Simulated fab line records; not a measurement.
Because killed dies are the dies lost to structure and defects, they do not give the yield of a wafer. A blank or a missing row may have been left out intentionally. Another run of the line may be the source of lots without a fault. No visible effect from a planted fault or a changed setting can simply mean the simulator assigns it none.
fab line records -- flow rit_cmos
record lots=5, wafers=27
route steps=202 shown ACTIVE@2 FOX2@25 GATE@95 M1@200
start_h: start of the lot's first displayed wafer, in hours after the record's first day -- wait_h: hours from the lot's prior step to this one -- " same as the row above -- L1.1+2: a single row standing in for several wafers -- - no value, or no start was given -- * or withheld: withheld -- < > ~ a bound
route shown NAME@n: names a module that has steps shown in the file, with the first one's number in the route -- usual: mean and standard deviation over wafers with no fault -- same: alike in all rows -- chamber/n: place in a boat -- sites: the reading at each site -- _std_site: the values' standard deviation -- _edge_site: outer sites' mean less inner sites' -- radius_mm: for every site, how far away it sits from the centre of the wafer -- mask NAME#n: copy n -- behind: the tool/chamber that last shaped the wafer -- hold: why the lot went on hold/how many hours it stayed there/how the hold came to an end -- device: whichever transistor did not switch (one of n, p or np) -- end of line: tests run on the same wafers once the route is complete -- a step given without rows: its recipe and nothing more -- killed: at the first sort, the dies lost to defects and structure; wafer yield is something else -- map: dies across one wafer; x = killed, . = not, _ = none there
set.NAME: the setting the step ran with; set.NAME@STEP: the setting that earlier step ran with -- model.NAME: the simulator's own value behind a step, which no gauge read
lots whose settings were changed on purpose; a table a step, a row a wafer
## steps
# step RIT_ACTIVE_OXIDATION_01
# recipe temp_c=1000, ambient=O2, target_thk_a=468, ox_time_s=3360
lot.wafer,tool,chamber,start_h,wait_h,set.ox_time_s,model.SiO2_of_ACTIVE_OXIDATION_01.thk_nm
L074.1,-,-,-,0.5,5101,61.08
L074.2,-,-,-,0.5,5101,61.24
L074.3,-,-,-,0.5,5101,62.33
L074.4,-,-,-,0.5,5101,61.99
L074.5,-,-,-,0.5,5101,61.75
L074.6,-,-,-,0.5,5101,61.67
L077.2,furnace-01,0,25.52,0.5,3360,48.32
L077.3,furnace-01,0,25.52,0.5,3360,48.04
L077.6,furnace-01,0,25.52,0.5,3360,48.1
L079.1,-,-,-,0.8,2246,37.65
L079.2,-,-,-,0.8,2246,38.12
L079.3,-,-,-,0.8,2246,37.19
L079.4,-,-,-,0.8,2246,37.87
L079.5,-,-,-,0.8,2246,36.99
L079.6,-,-,-,0.8,2246,38.51
L081.1,-,-,-,1.0,3998,51.06
L081.2,-,-,-,1.0,3998,51.31
L081.3,-,-,-,1.0,3998,51.52
L081.4,-,-,-,1.0,3998,52.09
L081.5,-,-,-,1.0,3998,51.22
L081.6,-,-,-,1.0,3998,51.65
L084.1,-,-,-,0.1,2259,37.22
L084.2,-,-,-,0.1,2259,37.31
L084.3,-,-,-,0.1,2259,37.5
L084.4,-,-,-,0.1,2259,37.18
L084.5,-,-,-,0.1,2259,37.27
L084.6,-,-,-,0.1,2259,37.6
# step RIT_ACTIVE_THK_MEAS_02
# recipe reads=SiO2_of_ACTIVE_OXIDATION_01
# usual ACTIVE_OXIDE_THK=46.8/0.96
lot.wafer,tool,chamber,start_h,wait_h,set.ox_time_s@ACTIVE_OXIDATION_01,ACTIVE_OXIDE_THK[nm]
L074.1,film_metro-01,-,-,-,5101,61.1
L074.2,film_metro-01,-,-,-,5101,61.3
L074.3,film_metro-01,-,-,-,5101,62.3
L074.4,film_metro-01,-,-,-,5101,62.0
L074.5,film_metro-01,-,-,-,5101,61.7
L074.6,film_metro-01,-,-,-,5101,61.6
L077.2,film_metro-03,-,27.46,0.0,3360,48.3
L077.3,film_metro-03,-,27.46,0.0,3360,48.1
L077.6,film_metro-03,-,27.46,0.0,3360,48.1
L079.1,film_metro-01,-,-,-,2246,37.6
L079.2,film_metro-01,-,-,-,2246,38.1
L079.3,film_metro-01,-,-,-,2246,37.2
L079.4,film_metro-01,-,-,-,2246,37.9
L079.5,film_metro-01,-,-,-,2246,37.0
L079.6,film_metro-01,-,-,-,2246,38.5
L081.1,film_metro-01,-,-,-,3998,51.1
L081.2,film_metro-01,-,-,-,3998,51.3
L081.3,film_metro-01,-,-,-,3998,51.5
L081.4,film_metro-01,-,-,-,3998,52.1
L081.5,film_metro-01,-,-,-,3998,51.2
L081.6,film_metro-01,-,-,-,3998,51.7
L084.1,film_metro-01,-,-,-,2259,37.2
L084.2,film_metro-01,-,-,-,2259,37.3
L084.3,film_metro-01,-,-,-,2259,37.5
L084.4,film_metro-01,-,-,-,2259,37.2
L084.5,film_metro-01,-,-,-,2259,37.3
L084.6,film_metro-01,-,-,-,2259,37.6
# step RIT_ACTIVE_CVD_03
# recipe material=Si3N4, target_thk_nm=150, temp_c=810, precursor=SiH2Cl2/NH3, time_s=1500, pressure_mtorr=300, sih2cl2_flow_sccm=60, nh3_flow_sccm=150
# step RIT_ACTIVE_HARDBAKE_12
# recipe resist=NOVOLAK, temp_c=140, time_s=60
# step RIT_ACTIVE_ETCH_13
# recipe stop_on=SiO2, chemistry=SF6, target=Si3N4, time_s=210, over_etch_frac=0.4, SF6_flow_sccm=200, pressure_mtorr=260, rf_w=125, target_depth_a=2100
lot.wafer,tool,chamber,start_h,wait_h,set.ox_time_s@ACTIVE_OXIDATION_01,model.SiO2_of_ACTIVE_OXIDATION_01.thk_nm
L074.1,rie_diel-02,2,15.44,0.1,5101,61.08
L074.2,rie_diel-02,0,15.44,0.1,5101,61.24
L074.3,rie_diel-02,3,15.44,0.1,5101,62.08
L074.4,rie_diel-02,0,15.44,0.1,5101,61.99
L074.5,rie_diel-02,2,15.44,0.1,5101,61.75
L074.6,rie_diel-02,3,15.44,0.1,5101,61.43
L077.2,rie_diel-02,1,30.11,0.1,3360,45.45
L077.3,rie_diel-02,0,30.11,0.1,3360,48.04
L077.6,rie_diel-02,1,30.11,0.1,3360,45.22
L079.1,rie_diel-04,2,40.51,0.1,2246,37.65
L079.2,rie_diel-04,3,40.51,0.1,2246,38.12
L079.3,rie_diel-04,1,40.51,0.1,2246,37.19
L079.4,rie_diel-04,0,40.51,0.1,2246,36.43
L079.5,rie_diel-04,3,40.51,0.1,2246,36.99
L079.6,rie_diel-04,0,40.51,0.1,2246,37.07
L081.1,rie_diel-04,1,50.70,0.1,3998,51.06
L081.2,rie_diel-04,3,50.70,0.1,3998,51.31
L081.3,rie_diel-04,0,50.70,0.1,3998,50.08
L081.4,rie_diel-04,2,50.70,0.1,3998,52.09
L081.5,rie_diel-04,3,50.70,0.1,3998,51.22
L081.6,rie_diel-04,2,50.70,0.1,3998,51.65
L084.1,rie_diel-02,3,64.91,0.1,2259,36.98
L084.2,rie_diel-02,2,64.91,0.1,2259,37.31
L084.3,rie_diel-02,0,64.91,0.1,2259,37.5
L084.4,rie_diel-02,1,64.91,0.1,2259,34.32
L084.5,rie_diel-02,2,64.91,0.1,2259,37.27
L084.6,rie_diel-02,1,64.91,0.1,2259,34.74
# step RIT_ACTIVE_STRIP_14
# recipe chemistry=O2, time_s=180, resist=NOVOLAK, platen_temp_c=withheld, power_w=500, pressure_mtorr=4000, o2_flow_sccm=4000
# step RIT_FOX2_CLEAN_02
# recipe chemistry=dHF, dilution=50:1, time_s=180
# step RIT_FOX2_WET_ETCH_03
# recipe chemistry=H3PO4, target=Si3N4, target_depth_nm=195, temp_c=165, time_s=2700
lot.wafer,tool,chamber,start_h,wait_h,set.ox_time_s@ACTIVE_OXIDATION_01,model.SiO2_of_ACTIVE_OXIDATION_01.thk_nm
L074.1,wet_bench-04,0,19.30,0.0,5101,54.27
L074.2,wet_bench-04,0,19.30,0.0,5101,54.39
L074.3,wet_bench-04,0,19.30,0.0,5101,55.09
L074.4,wet_bench-04,0,19.30,0.0,5101,55.04
L074.5,wet_bench-04,0,19.30,0.0,5101,54.84
L074.6,wet_bench-04,0,19.30,0.0,5101,54.58
L077.2,wet_bench-02,2,35.12,0.0,3360,40.26
L077.3,wet_bench-02,2,35.12,0.0,3360,42.55
L077.6,wet_bench-02,2,35.12,0.0,3360,40.05
L079.1,wet_bench-02,3,44.25,0.0,2246,33.51
L079.2,wet_bench-02,3,44.25,0.0,2246,33.92
L079.3,wet_bench-02,3,44.25,0.0,2246,33.1
L079.4,wet_bench-02,3,44.25,0.0,2246,32.42
L079.5,wet_bench-02,3,44.25,0.0,2246,32.93
L079.6,wet_bench-02,3,44.25,0.0,2246,32.99
L081.1,wet_bench-04,1,54.45,0.0,3998,45.59
L081.2,wet_bench-04,1,54.45,0.0,3998,45.8
L081.3,wet_bench-04,1,54.45,0.0,3998,44.7
L081.4,wet_bench-04,1,54.45,0.0,3998,46.51
L081.5,wet_bench-04,1,54.45,0.0,3998,45.73
L081.6,wet_bench-04,1,54.45,0.0,3998,46.13
L084.1,wet_bench-04,2,70.05,0.0,2259,32.91
L084.2,wet_bench-04,2,70.05,0.0,2259,33.19
L084.3,wet_bench-04,2,70.05,0.0,2259,33.36
L084.4,wet_bench-04,2,70.05,0.0,2259,30.53
L084.5,wet_bench-04,2,70.05,0.0,2259,33.16
L084.6,wet_bench-04,2,70.05,0.0,2259,30.92
# step RIT_GATE_ETCH_19
# recipe chemistry=SF6/CHF3/O2, time_s=165, SF6_flow_sccm=30, CHF3_flow_sccm=30, O2_flow_sccm=5, target=poly-Si, pressure_mtorr=40, rf_w=160, target_depth_a=3125, over_etch_frac=0.25, stop_on=SiO2
# usual oes_product_au=0.843/0.014
lot.wafer,tool,chamber,start_h,wait_h,set.target_depth_a,oes_product_au,model.NOVOLAK_of_GATE_COAT_11.thk_nm
L074.1,rie_si-02,2,40.88,0.1,3125,0.846,668.2
L074.2,rie_si-02,0,40.88,0.1,3963,0.702,639.7
L074.3,rie_si-02,3,40.88,0.1,3125,0.830,665
L074.4,rie_si-02,1,40.88,0.1,3963,0.691,650.8
L074.5,rie_si-02,2,40.88,0.1,3963,0.727,641.6
L074.6,rie_si-02,3,40.88,0.1,3125,0.814,663.8
L077.2,rie_si-01,2,53.07,0.1,3125,0.853,670.2
L077.3,rie_si-01,0,53.07,0.1,3125,0.833,666.7
L077.6,rie_si-01,1,53.07,0.1,3125,0.844,671.3
L079.1,rie_si-01,3,63.16,0.1,3874,0.739,649.1
L079.2,rie_si-01,0,63.16,0.1,3125,0.845,666
L079.3,rie_si-01,1,63.16,0.1,3125,0.858,674
L079.4,rie_si-01,2,63.16,0.1,3874,0.752,652.5
L079.5,rie_si-01,3,63.16,0.1,3125,0.850,670.7
L079.6,rie_si-01,0,63.16,0.1,3874,0.727,648.3
L081.1,rie_si-01,3,73.36,0.1,3125,0.849,667.3
L081.2,rie_si-01,1,73.36,0.1,2543,0.976,685.9
L081.3,rie_si-01,2,73.36,0.1,3125,0.871,671.7
L081.4,rie_si-01,0,73.36,0.1,3125,0.839,664.7
L081.5,rie_si-01,1,73.36,0.1,2543,0.955,685.8
L081.6,rie_si-01,0,73.36,0.1,2543,0.977,683.4
L084.1,rie_si-02,0,91.07,0.1,1415,1.014,717
L084.2,rie_si-02,2,91.07,0.1,1415,1.016,717.4
L084.3,rie_si-02,3,91.07,0.1,3125,0.833,669.5
L084.4,rie_si-02,1,91.07,0.1,1415,0.934,721.4
L084.5,rie_si-02,1,91.07,0.1,3125,0.830,678.1
L084.6,rie_si-02,2,91.07,0.1,3125,0.862,671.7
# step RIT_M1_ANNEAL_15
# recipe temp_c=450, time_s=1800, ambient=forming_gas_H2N2
lot.wafer,tool,chamber,start_h,wait_h,set.time_s
L074.1+2+3+4+5+6,-,-,-,0.1,2596
L077.2+3+6,furnace-02,0,72.24,0.1,1800
L079.1+2+3+4+5+6,-,-,-,0.1,2754
L081.1+2+3+4+5+6,-,-,-,0.1,2268
L084.1+2+3+4+5+6,-,-,-,0.8,1800
# step RIT_M1_PROBE_99
lot.wafer,tool,chamber,start_h,wait_h,set.ox_time_s@ACTIVE_OXIDATION_01,model.etest.nldd.width_nm,model.etest.pldd.width_nm
L074.1,prober-01,-,62.37,0.1,5101,3028,3035
L074.2,prober-01,-,62.42,0.1,5101,3041,3026
L074.3,prober-01,-,62.47,0.2,5101,3024,3025
L074.4,prober-01,-,62.52,0.2,5101,3023,3033
L074.5,prober-01,-,62.57,0.2,5101,3011,3028
L074.6,prober-01,-,62.62,0.2,5101,3025,3030
L077.2,prober-02,-,73.91,0.1,3360,3157,3171
L077.3,prober-02,-,73.96,0.2,3360,3180,3180
L077.6,prober-02,-,74.11,0.2,3360,3150,3137
L079.1,prober-02,-,83.19,0.1,2246,3243,3257
L079.2,prober-02,-,83.24,0.1,2246,3257,3257
L079.3,prober-02,-,83.29,0.2,2246,3255,3249
L079.4,prober-02,-,83.34,0.2,2246,3224,3245
L079.5,prober-02,-,83.39,0.2,2246,3261,3262
L079.6,prober-02,-,83.44,0.2,2246,3237,3238
L081.1,prober-02,-,111.24,0.1,3998,3136,3146
L081.2,prober-02,-,111.29,0.1,3998,3139,3148
L081.3,prober-02,-,111.34,0.2,3998,3133,3138
L081.4,prober-02,-,111.39,0.2,3998,3144,3160
L081.5,prober-02,-,111.44,0.2,3998,3135,3135
L081.6,prober-02,-,111.49,0.2,3998,3131,3135
L084.1+2+4,prober-01,-,112.74,0.1,2259,-,-
L084.3,prober-01,-,112.84,0.2,2259,3254,3268
L084.5,prober-01,-,112.94,0.2,2259,3270,3247
L084.6,prober-01,-,112.99,0.2,2259,3264,3260
# killed by level:class
L077.2 FOX2:geometric_particle:short=1 GATE:geometric_particle:open=1 REOX:geometric_particle:open=1 SILICIDE:geometric_particle:open=1 SILICIDE:geometric_particle:short=1
L077.3 GATE:geometric_particle:short=4 GATE:geometric_particle:open=2
L077.6 GATE:geometric_particle:short=5 GATE:geometric_particle:open=2 FOX1:geometric_particle:open=1 REOX:geometric_particle:open=1 SPACER:geometric_particle:open=1
## key
split step=RIT_ACTIVE_OXIDATION_01, setting=ox_time_s, stated=3360, by=lot
response step=RIT_ACTIVE_OXIDATION_01, reading=model.SiO2_of_ACTIVE_OXIDATION_01.thk_nm, change=+0.282, per=1%, r=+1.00
response step=RIT_ACTIVE_THK_MEAS_02, reading=ACTIVE_OXIDE_THK, change=+0.282, per=1%, r=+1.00
response step=RIT_ACTIVE_ETCH_13, reading=model.SiO2_of_ACTIVE_OXIDATION_01.thk_nm, change=+0.29, per=1%, r=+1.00
response step=RIT_FOX2_WET_ETCH_03, reading=model.SiO2_of_ACTIVE_OXIDATION_01.thk_nm, change=+0.257, per=1%, r=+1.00
response step=RIT_M1_PROBE_99, reading=model.etest.nldd.width_nm, change=-2.59, per=1%, r=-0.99
response step=RIT_M1_PROBE_99, reading=model.etest.pldd.width_nm, change=-2.56, per=1%, r=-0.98
split step=RIT_GATE_ETCH_19, setting=target_depth_a, stated=3125, by=wafer
response step=RIT_GATE_ETCH_19, reading=oes_product_au, change=-0.00348, per=1%, r=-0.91
response step=RIT_GATE_ETCH_19, reading=model.NOVOLAK_of_GATE_COAT_11.thk_nm, change=-0.835, per=1%, r=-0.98
split step=RIT_M1_ANNEAL_15, setting=time_s, stated=1800, by=lot
response none clear
